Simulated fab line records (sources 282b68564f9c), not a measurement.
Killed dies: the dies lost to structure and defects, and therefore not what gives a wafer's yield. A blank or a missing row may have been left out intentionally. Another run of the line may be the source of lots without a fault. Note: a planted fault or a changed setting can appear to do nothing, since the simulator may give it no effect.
fab line records	flow rit-cmos
record lots=7	wafers=21	last-day=6
route steps=202 shown PWELL@44 WELLDRIVE@50 NWELL@51 NRETRO@53 M1@202
lots that met no fault: taken from a fault-free run of the same line
start-h: start of the lot's first displayed wafer, in hours after the record's first day	wait-h: time in hours since the lot's previous step	" unchanged from the row above	L1.1+2: a row that stands for several wafers	- value missing, or start not given	* or withheld: withheld	< > ~ a bound
route shown NAME@n: names a module that has steps shown in the file, with the first one's number in the route	usual: mean/standard deviation taken from wafers without a fault	same: alike in all rows	chamber/n: place in a boat	sites: the reading at each site	_std_site: their standard deviation	_edge_site: mean of outer sites minus mean of inner sites	radius-mm: how far each site lies from the wafer's centre	mask NAME#n: copy n	behind: the last tool/chamber to shape the wafer	hold: cause of the lot's hold/its duration in hours/its outcome	device: the transistor (n, p or np) that didn't switch	end of line: tests run on the same wafers once the route is complete	a step given without rows: its recipe and nothing more	killed: not the wafer's yield, but the dies lost to structure and defects at the first sort	map: per-die view of a wafer (x killed, . not killed, _ where there is no die)
set.NAME: the setting as run; set.NAME@STEP: as run at that earlier step	model.NAME: the simulator's own value behind a step, which no gauge read
a table for each step, a row for each wafer; lots at some steps of the route
services: the hour from which a tool's chamber was out of use, counted from the record's first day as start-h (under 0 if before that day), plus the number of hours and why
## steps
# step RIT_PWELL_DEVELOP_05
# recipe resist=NOVOLAK	develop-time-s=68	dev-temp-c=23
# step RIT_PWELL_OVL_MEAS_06
# usual PWELL_OVL=-1.4/1.3
lot.wafer	tool	chamber	start-h	wait-h	PWELL_OVL[nm]
L431.3	overlay-02	-	27.71	-	-1.0
L431.4	"	-	"	"	-0.7
L431.6	"	-	"	"	0.4
L436.2	overlay-01	-	54.97	-	-2.4
L436.4	"	-	"	"	-2.4
L436.6	"	-	"	"	-2.0
L442.1	overlay-02	-	83.55	-	-2.4
L442.5	"	-	"	"	0.0
L442.6	"	-	"	"	-1.4
L443.3	overlay-01	-	87.96	-	-1.4
L443.4	"	-	"	"	-0.4
L443.5	"	-	"	"	0.0
L445.1	overlay-01	-	99.63	-	-0.8
L445.2	"	-	"	"	-1.4
L445.6	"	-	"	"	-3.3
L446.1	overlay-01	-	103.69	-	1.9
L446.2	"	-	"	"	1.3
L446.6	"	-	"	"	-0.7
L447.2	overlay-02	-	108.86	-	0.6
L447.5	"	-	"	"	-1.5
L447.6	"	-	"	"	-1.9
# step RIT_PWELL_HARDBAKE_07
# recipe resist=NOVOLAK	temp-c=140	time-s=120
# step RIT_PWELL_IMPLANT_08
# recipe species=B	energy-kev=170	dose-cm2=6.877e+13	tilt-deg=7
# step RIT_PWELL_STRIP_09
# recipe chemistry=O2	time-s=180	resist=NOVOLAK	platen-temp-c=withheld	power-w=500	pressure-mtorr=4000	o2-flow-sccm=4000
# usual drypump-motor-current-A=6.0/0.54
lot.wafer	tool	chamber	start-h	wait-h	drypump-motor-current-A	rf-hours-counter-h
L431.3	plasma-asher-01	0	28.19	0.1	6.0	-
L431.4	"	1	"	"	5.6	-
L431.6	"	1	"	"	5.6	-
L436.2	plasma-asher-01	1	55.40	0.1	5.6	40
L436.4	"	1	"	"	5.6	-
L436.6	"	1	"	"	5.6	-
L442.1	plasma-asher-02	0	83.99	0.1	6.8	43
L442.5	"	1	"	"	6.1	-
L442.6	"	0	"	"	6.8	-
L443.3	plasma-asher-02	1	88.54	0.1	6.1	-
L443.4	"	0	"	"	6.8	-
L443.5	"	1	"	"	6.1	-
L445.1	plasma-asher-02	0	100.06	0.1	6.8	45
L445.2	"	1	"	"	6.1	45
L445.6	"	0	"	"	6.8	-
L446.1	plasma-asher-01	1	104.24	0.1	5.6	45
L446.2	"	0	"	"	6.0	45
L446.6	"	0	"	"	6.0	-
L447.2	plasma-asher-04	0	109.43	0.1	4.8	33
L447.5	"	0	"	"	4.8	-
L447.6	"	1	"	"	5.6	-
# step RIT_PWELL_TW_MEAS_10
# usual PWELL_TW=950/9.8
lot.wafer	tool	chamber	start-h	wait-h	PWELL_TW
L431.3	film-metro-03	-	28.33	0.1	952
L431.4	"	-	"	"	945
L431.6	"	-	"	"	952
L436.2	film-metro-01	-	55.58	0.1	937
L436.4	"	-	"	"	931
L436.6	"	-	"	"	937
L442.1	film-metro-04	-	84.17	0.1	961
L442.5	"	-	"	"	958
L442.6	"	-	"	"	962
L443.3	film-metro-03	-	88.68	0.1	951
L443.4	"	-	"	"	948
L443.5	"	-	"	"	950
L445.1	film-metro-03	-	100.24	0.1	950
L445.2	"	-	"	"	949
L445.6	"	-	"	"	952
L446.1	film-metro-03	-	104.41	0.1	950
L446.2	"	-	"	"	950
L446.6	"	-	"	"	948
L447.2	film-metro-03	-	109.62	0.1	951
L447.5	"	-	"	"	953
L447.6	"	-	"	"	951
# step RIT_WELLDRIVE_ANNEAL_00
# recipe temp-c=1100	time-s=14700	ambient=N2
# step RIT_WELLDRIVE_RS_MEAS_01
# recipe thk-meas-gauge=four-point-probe
# usual NWELL_RS=275.7/0.68
lot.wafer	tool	chamber	start-h	wait-h	NWELL_RS[ohm/sq]
L431.3	film-metro-03	-	34.27	0.0	276.9
L431.4	"	-	"	"	276.5
L431.6	"	-	"	"	276.0
L436.2	film-metro-01	-	63.07	0.0	275.5
L436.4	"	-	"	"	276.3
L436.6	"	-	"	"	275.8
L442.1	film-metro-01	-	89.48	0.0	275.9
L442.5	"	-	"	"	276.0
L442.6	"	-	"	"	275.5
L443.3	film-metro-04	-	94.60	0.0	275.6
L443.4	"	-	"	"	276.1
L443.5	"	-	"	"	275.8
L445.1	film-metro-01	-	106.24	0.0	275.4
L445.2	"	-	"	"	275.8
L445.6	"	-	"	"	275.8
L446.1	film-metro-01	-	110.37	0.0	276.6
L446.2	"	-	"	"	276.7
L446.6	"	-	"	"	277.2
L447.2	film-metro-04	-	114.77	0.0	276.4
L447.5	"	-	"	"	275.0
L447.6	"	-	"	"	275.8
# step RIT_WELLDRIVE_RS_MEAS_02
# recipe thk-meas-gauge=four-point-probe
# usual PWELL_RS=434.5/1.4
lot.wafer	tool	chamber	start-h	wait-h	PWELL_RS[ohm/sq]
L431.3	film-metro-03	-	34.39	0.1	433.8
L431.4	"	-	"	"	432.6
L431.6	"	-	"	"	433.0
L436.2	film-metro-01	-	63.19	0.1	433.8
L436.4	"	-	"	"	434.7
L436.6	"	-	"	"	433.9
L442.1	film-metro-01	-	89.60	0.1	434.7
L442.5	"	-	"	"	434.7
L442.6	"	-	"	"	434.8
L443.3	film-metro-04	-	94.72	0.1	434.6
L443.4	"	-	"	"	435.4
L443.5	"	-	"	"	436.3
L445.1	film-metro-01	-	106.36	0.1	435.9
L445.2	"	-	"	"	435.2
L445.6	"	-	"	"	435.9
L446.1	film-metro-01	-	110.49	0.1	434.9
L446.2	"	-	"	"	437.0
L446.6	"	-	"	"	436.0
L447.2	film-metro-04	-	114.89	0.1	435.6
L447.5	"	-	"	"	435.2
L447.6	"	-	"	"	434.1
# step RIT_NRETRO_HMDS_00
# recipe prime-time-s=60	prime-temp-c=140
# step RIT_NRETRO_COAT_01
# recipe resist=NOVOLAK	spin-rpm=2000	resist-thk-nm=1300
# step RIT_NRETRO_SOFTBAKE_02
# recipe resist=NOVOLAK	temp-c=90	time-s=60
# step RIT_NRETRO_EXPOSE_03
# recipe mask-id=M4	na=0.57	target-cd-nm=43900	dose-mj=250
lot.wafer	tool	chamber	start-h	wait-h	mask	model.NRETRO.overlay-x-nm
L431.3+4+6	iline-stepper-02	0	35.09	0.2	M4#0	-1.001
L436.2+4+6	iline-stepper-01	0	63.76	0.1	M4#0	-0.9013
L442.1+5+6	iline-stepper-01	0	90.29	0.2	M4#0	-300.2
L443.3+4+5	iline-stepper-02	0	95.41	0.2	M4#0	-0.8652
L445.1+2+6	iline-stepper-01	0	107.06	0.2	M4#0	-300
L446.1+2+6	iline-stepper-01	0	111.06	0.1	M4#0	-300
L447.2+5+6	iline-stepper-02	0	115.58	0.2	M4#0	0.7545
# step RIT_NRETRO_PEB_04
# recipe resist=NOVOLAK	temp-c=withheld	time-s=withheld
# step RIT_NRETRO_DEVELOP_05
# recipe resist=NOVOLAK	develop-time-s=68	dev-temp-c=23
# step RIT_NRETRO_OVL_MEAS_06
# usual NRETRO_OVL=-1.2/1.6
lot.wafer	tool	chamber	start-h	wait-h	NRETRO_OVL[nm]
L431.3	overlay-02	-	35.49	-	-1.8
L431.4	"	-	"	"	-3.3
L431.6	"	-	"	"	-2.6
L436.2	overlay-02	-	64.18	-	-3.3
L436.4	"	-	"	"	-2.9
L436.6	"	-	"	"	-2.6
L442.1	overlay-01	-	90.72	-	-300.0
L442.5	"	-	"	"	-302.5
L442.6	"	-	"	"	-300.2
L443.3	overlay-02	-	95.82	-	0.4
L443.4	"	-	"	"	-3.7
L443.5	"	-	"	"	-2.8
L445.1	overlay-02	-	107.49	-	-301.0
L445.2	"	-	"	"	-301.0
L445.6	"	-	"	"	-303.3
L446.1	overlay-01	-	111.49	-	-300.7
L446.2	"	-	"	"	-301.2
L446.6	"	-	"	"	-300.7
L447.2	overlay-01	-	116.00	-	1.5
L447.5	"	-	"	"	0.0
L447.6	"	-	"	"	-1.4
# step RIT_NRETRO_HARDBAKE_07
# recipe resist=NOVOLAK	temp-c=140	time-s=120
# step RIT_M1_PROBE_99
# usual killed-at-front-end=6.9/2.8	killed-dies=7.0/2.8	killed-open=3.4/2	killed-short=3.5/2.1
# same gross-dies=264	killed_at_M0_to_M3=0	killed_at_M4_up=0	killed-at-back-side=0	killed-at-contacts=0	killed-at-other=0
lot.wafer	tool	chamber	start-h	wait-h	killed-at-front-end	killed-dies	killed-open	killed-short	model.etest.well-edge-right.line-ohm-um	model.etest.retro-edge-pmos.off-log10-a-um	model.etest.retro-edge-nmos.off-log10-a-um
L431.3	prober-02	-	66.00	0.2	6	6	0	6	184	-10.27	-10.13
L431.4	prober-02	-	66.05	0.2	14	14	7	7	184.3	-10.49	-10.25
L431.6	prober-02	-	66.15	0.2	5	5	1	4	182.4	-10.23	-10.06
L436.2	prober-01	-	93.48	0.1	9	9	3	6	181.8	-10.07	-9.868
L436.4	prober-01	-	93.58	0.2	7	7	4	3	182.3	-10.13	-9.848
L436.6	prober-01	-	93.68	0.2	9	9	6	3	178.7	-10.15	-10.07
L442.1	prober-01	-	119.24	0.1	8	8	3	5	182.8	-7.896	-7.772
L442.5	prober-01	-	119.44	0.2	4	4	2	2	185.3	-8.009	-7.869
L442.6	prober-01	-	119.49	0.2	7	7	4	3	185.5	-7.862	-7.367
L443.3	prober-02	-	123.58	0.2	9	9	3	5	180.8	-10.49	-10.04
L443.4	prober-02	-	123.63	0.2	2	2	2	0	181.3	-10.53	-9.989
L443.5	prober-02	-	123.68	0.2	11	11	6	4	182.7	-10.68	-10.16
L445.1	prober-02	-	135.06	0.1	7	7	2	5	183.9	-7.25	-7.32
L445.2	prober-02	-	135.11	0.1	4	4	2	2	188.4	-7.622	-7.312
L445.6	prober-02	-	135.31	0.2	9	9	2	7	185.6	-7.195	-7.403
L446.1	prober-01	-	142.55	0.1	7	7	5	2	188.8	-8.559	-8.171
L446.2	prober-01	-	142.60	0.1	12	12	6	6	185.3	-8.245	-7.852
L446.6	prober-01	-	142.80	0.2	14	14	8	6	185.2	-8.296	-7.828
L447.2	prober-02	-	144.14	0.1	5	5	2	3	177.8	-10.07	-9.431
L447.5	prober-02	-	144.29	0.2	4	4	1	3	179.9	-10.17	-9.258
L447.6	prober-02	-	144.34	0.2	7	7	4	3	181	-10.09	-9.405
# killed by level:class
L431.3 GATE:geometric-particle:short=5 REOX:geometric-particle:short=1
L431.4 GATE:geometric-particle:short=5 SPACER:geometric-particle:open=3 FOX1:geometric-particle:short=2 GATE:geometric-particle:open=2 REOX:geometric-particle:open=2
L431.6 GATE:geometric-particle:short=3 GATE:geometric-particle:open=1 SILICIDE:geometric-particle:short=1
L436.2 GATE:geometric-particle:short=2 SPACER:geometric-particle:short=2 SPACER:geometric-particle:open=2 SILICIDE:geometric-particle:short=2 GATE:geometric-particle:open=1
L436.4 SPACER:geometric-particle:open=3 GATE:geometric-particle:short=2 FOX1:geometric-particle:short=1 REOX:geometric-particle:open=1
L436.6 SPACER:geometric-particle:open=3 GATE:geometric-particle:open=2 FOX1:geometric-particle:open=1 GATE:geometric-particle:short=1 REOX:geometric-particle:short=1 SILICIDE:geometric-particle:short=1
L442.1 GATE:geometric-particle:short=4 REOX:geometric-particle:open=2 GATE:geometric-particle:open=1 REOX:geometric-particle:short=1
L442.5 GATE:geometric-particle:short=2 GATE:geometric-particle:open=1 REOX:geometric-particle:open=1
L442.6 FOX1:geometric-particle:short=2 FOX1:geometric-particle:open=1 FOX2:geometric-particle:open=1 GATE:geometric-particle:short=1 GATE:geometric-particle:open=1 SILICIDE:geometric-particle:open=1
L443.3 GATE:geometric-particle:short=5 FOX1:geometric-particle:open=1 GATE:geometric-particle:open=1 SPACER:geometric-particle:open=1 PRETRO:coat-microbubble-printed=1
L443.4 GATE:geometric-particle:open=1 REOX:geometric-particle:open=1
L443.5 GATE:geometric-particle:open=4 GATE:geometric-particle:short=2 FOX1:geometric-particle:short=1 REOX:geometric-particle:open=1 REOX:geometric-particle:short=1 SILICIDE:geometric-particle:open=1 NRETRO:coat-microbubble-printed=1
L445.1 SILICIDE:geometric-particle:short=3 GATE:geometric-particle:open=2 REOX:geometric-particle:short=2
L445.2 FOX1:geometric-particle:short=1 FOX2:geometric-particle:open=1 REOX:geometric-particle:short=1 REOX:geometric-particle:open=1
L445.6 REOX:geometric-particle:short=3 GATE:geometric-particle:short=2 FOX1:geometric-particle:open=1 FOX1:geometric-particle:short=1 GATE:geometric-particle:open=1 SILICIDE:geometric-particle:short=1
L446.1 GATE:geometric-particle:short=2 SILICIDE:geometric-particle:open=2 FOX1:geometric-particle:open=1 FOX2:geometric-particle:open=1 GATE:geometric-particle:open=1
L446.2 FOX1:geometric-particle:open=2 FOX2:geometric-particle:short=2 GATE:geometric-particle:open=2 REOX:geometric-particle:short=2 FOX1:geometric-particle:short=1 GATE:geometric-particle:short=1 REOX:geometric-particle:open=1 SILICIDE:geometric-particle:open=1
L446.6 FOX1:geometric-particle:open=3 GATE:geometric-particle:short=3 GATE:geometric-particle:open=2 SPACER:geometric-particle:short=2 REOX:geometric-particle:open=2 FOX2:geometric-particle:open=1 FOX2:geometric-particle:short=1
L447.2 FOX1:geometric-particle:short=2 FOX1:geometric-particle:open=1 GATE:geometric-particle:open=1 GATE:geometric-particle:short=1
L447.5 FOX2:geometric-particle:short=2 FOX1:geometric-particle:open=1 GATE:geometric-particle:short=1
L447.6 GATE:geometric-particle:open=2 GATE:geometric-particle:short=2 FOX1:geometric-particle:short=1 FOX2:geometric-particle:open=1 SILICIDE:geometric-particle:open=1
## services
tool	chamber	start-h	hours	kind
plasma-asher-01	-	4.40	12.0	repair
plasma-asher-02	-	33.02	3.0	repair
plasma-asher-01	-	35.35	1.6	repair
iline-stepper-01	0	42.99	-	calibration
iline-stepper-01	-	50.30	4.4	pm
iline-stepper-02	0	71.85	-	calibration
plasma-asher-04	-	93.69	0.4	repair
plasma-asher-04	-	105.16	2.2	repair
plasma-asher-01	-	108.75	9.0	pm
plasma-asher-01	0	108.75	9.0	vent-cycle
plasma-asher-01	1	108.75	9.0	vent-cycle
## key
first-sign step=RIT_NRETRO_OVL_MEAS_06	reading=NRETRO_OVL	direction=down	sigmas=99+	usual=-1.2	struck=-301.2
effect none on later readings
model-effect step=RIT_NRETRO_EXPOSE_03	value=NRETRO.overlay-x-nm	without=-0.08631	struck=-300.1
model-effect step=RIT_M1_PROBE_99	value=etest.well-edge-right.line-ohm-um	without=182.4	struck=185.7
met-at RIT_NRETRO_EXPOSE_03
struck-wafers L442.1,L442.5,L442.6,L445.1,L445.2,L445.6,L446.1,L446.2,L446.6
tester-left-out L442,L445,L446
onset-between 63.76 90.29
fault kind=scanner-matching-overlay	tool=iline-stepper-01	chamber=-	onset-h=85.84	steps=RIT_NRETRO_EXPOSE_03	offset=-300
# tester-left-out: of these lots the tester's yield and bins aren't shown, on N5 and GAA mostly nor the transistor test; their killed dies are dies lost to structure and defects alone, not to doping, threshold or leakage, so they don't give the yield
